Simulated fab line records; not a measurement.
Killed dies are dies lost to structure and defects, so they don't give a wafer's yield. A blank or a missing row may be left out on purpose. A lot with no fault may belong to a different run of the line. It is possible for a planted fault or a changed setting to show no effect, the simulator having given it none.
Comparing a struck lot with a sound one / flow berkeley_cmos170 / 11 steps out of a route of 331
Sound: these wafers, L231.1, L231.2, L231.5. Wafers L238.1, L238.2, L238.4 were the ones struck. The cause is given at the end.
Per side, at each step with rows, come the tool, then ch with its chambers, and then its first start. Under that, the readings that differ: sound wafers / struck wafers / difference of the means / sigmas: that difference in standard deviations of wafers without a fault.
alike: a reading whose means differ by less than 2 such deviations, as well as words and numbers matching on both sides. not compared: withheld readings; readings where some wafer has no value; bounds like >300 that might hide an equal value; numbers whose values overlap and for which the record gives no deviation.
Wherever a step has rows on one side only, a row that says differs or no value, or a row with sigmas, the two part there. Numbers that don't overlap but have no deviation are shown without sigmas and don't part them. Lack of a reading on every wafer of one side parts them only where that side has two or more wafers.

UCB170_START_BOW_MEAS_00:
  sound on film_metro-02, day 2 01:00; struck on film_metro-02, day 3 12:00
  alike: INCOMING_BOW
then, 2 steps without rows for these wafers: UCB170_START_CLEAN_01 (cleans in dHF, time 60 s); UCB170_START_OXIDATION_02 (target thk 20 nm, ox time 1800 s).
UCB170_START_THK_MEAS_03:
  sound on film_metro-03, day 2 07:49; struck on film_metro-01, day 3 17:28
  alike: START_OXIDE_THK
then, 5 steps without rows for these wafers: UCB170_START_ANNEAL_04 (time 1200 s); UCB170_ZERO_HMDS_00 (prime time 60 s); UCB170_ZERO_COAT_01 (resist thk 900 nm); UCB170_ZERO_SOFTBAKE_02 (time 60 s); UCB170_ZERO_EXPOSE_03 (exposes mask PM MARKS, target cd 4000 nm).
UCB170_ZERO_PEB_04:
  struck on litho_track-01, day 4 02:00; sound on litho_track-01 ch 0, day 2 12:56
  no value came back on the struck wafers for chill_plate_temp_C (C), exhaust_pa (Pa), resist_line_temp_C (C); on the sound wafers chill_plate_temp_C (C) reads 23.02 23.08 23.13
then, 1 step without rows for these wafers: UCB170_ZERO_DEVELOP_05 (develop time 45 s).

== WHERE THEY PART ==
UCB170_ZERO_PEB_04 only, going by this record.

WHY: what the simulator had put in
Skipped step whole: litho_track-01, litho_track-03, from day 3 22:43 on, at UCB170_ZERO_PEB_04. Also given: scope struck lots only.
